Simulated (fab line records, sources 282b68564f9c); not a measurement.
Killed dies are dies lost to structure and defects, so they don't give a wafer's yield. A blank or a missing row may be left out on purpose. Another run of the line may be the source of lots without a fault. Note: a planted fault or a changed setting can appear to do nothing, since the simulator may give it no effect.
8D (eight disciplines) problem report, filled in by code / flow rit-cmos / the parts of the form that need people (team, actions taken, sign-off) are left out

== 1. WHAT IS WRONG ==
SPACER_NITRIDE_THK at RIT_SPACER_THK_MEAS_04 reads a mean of 261.7 nm on 3 wafers of 1 lot; wafers without a fault read 248.2 nm with a standard deviation of 2. That puts it +6.7 standard deviations away from the usual mean.
First seen on wafer L546.1, day 6 08:47, on film-metro-04. The record holds 39 wafers of 13 lots with a number at this step. Rule for "out" (also "out of limits"): further than 4 standard deviations from the usual mean. Any other wafer with a number is counted as sound.

== 2. WHAT IT IS, AND WHAT IT ISN'T ==
question=which readings at this step | is=SPACER_NITRIDE_THK | is not=-
question=which lots | is=L546 | is not=L532, L533, L534, L535, L536, L537, L548, L549, L550, L552, L553, L554
question=which wafers of those lots | is=all that have a number | is not=-
question=read on which gauges | is=film-metro-04 | is not=film-metro-01
question=when | is=from day 6 08:47 | is not=up to then (18 sound wafers); but 18 sound wafers of L548, L549, L550, L552, L553, L554 came after

== 3. SUSPECTS, AND WHAT RULES EACH OUT ==
Counting: any tool at a process step up to the reading is kept as a suspect provided that every lot that is out went through it and no sound lot did after the first of them.
- the gauge at RIT_SPACER_THK_MEAS_04 is ruled out. All the wafers that are out were read on film-metro-04, but those of them that RIT_SPACER_CVD_03 has rows for are out there too, on other tools.
- lpcvd-01 at RIT_SPACER_CVD_03 (deposits Si3N4 from SiH2Cl2/NH3, target thk 250 nm, time 3300 s): ruled out as a lasting fault. After its first lot that is out, L546 (day 6 05:55), sound lots L548, L549 ran on it.
Left after counting: nothing in the record.

== 4. THE CAUSE (what the simulator had put in) ==
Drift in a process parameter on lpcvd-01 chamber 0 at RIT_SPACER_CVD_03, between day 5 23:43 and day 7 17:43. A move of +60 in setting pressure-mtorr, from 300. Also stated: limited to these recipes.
The count ruled it out by mistake, since the rule takes a fault to strike every lot its tool runs from the start of the fault on, and this one did not do so.

== 5. SEQUENCE OF EFFECTS, ordered by route ==
Each row: a reading where the mean over the struck wafers with a number is more than 3 standard deviations away from the usual. Only readings for which the record gives a usual standard deviation are gone through. hours: the time from each lot's start at the first step in this table that gives one to its start at this step, as a median over the lots. sigmas: the change in usual standard deviations.
hours=0; step=RIT_SPACER_CVD_03; reading=pressure-mtorr; usual=300.0 mTorr; on struck wafers=358.9; change=+58.9; sigmas=+94
hours=3; step=RIT_SPACER_THK_MEAS_04; reading=SPACER_NITRIDE_THK; usual=248.2 nm; on struck wafers=261.7; change=+13.5; sigmas=+6.7
The process steps in it:
- RIT_SPACER_CVD_03: deposits Si3N4 from SiH2Cl2/NH3, target thk 250 nm, time 3300 s.

== 6. HOW IT WOULD HAVE BEEN CAUGHT EARLIER ==
The first out-of-limits reading at a measuring or inspecting step in this record came at day 6 08:47, 9 hours after the fault's start at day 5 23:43.
At RIT_SPACER_CVD_03, the tool's own readings (pressure-mtorr) were out on each struck wafer the step has a row for, so an alarm limit on them would have fired on the first such wafer.
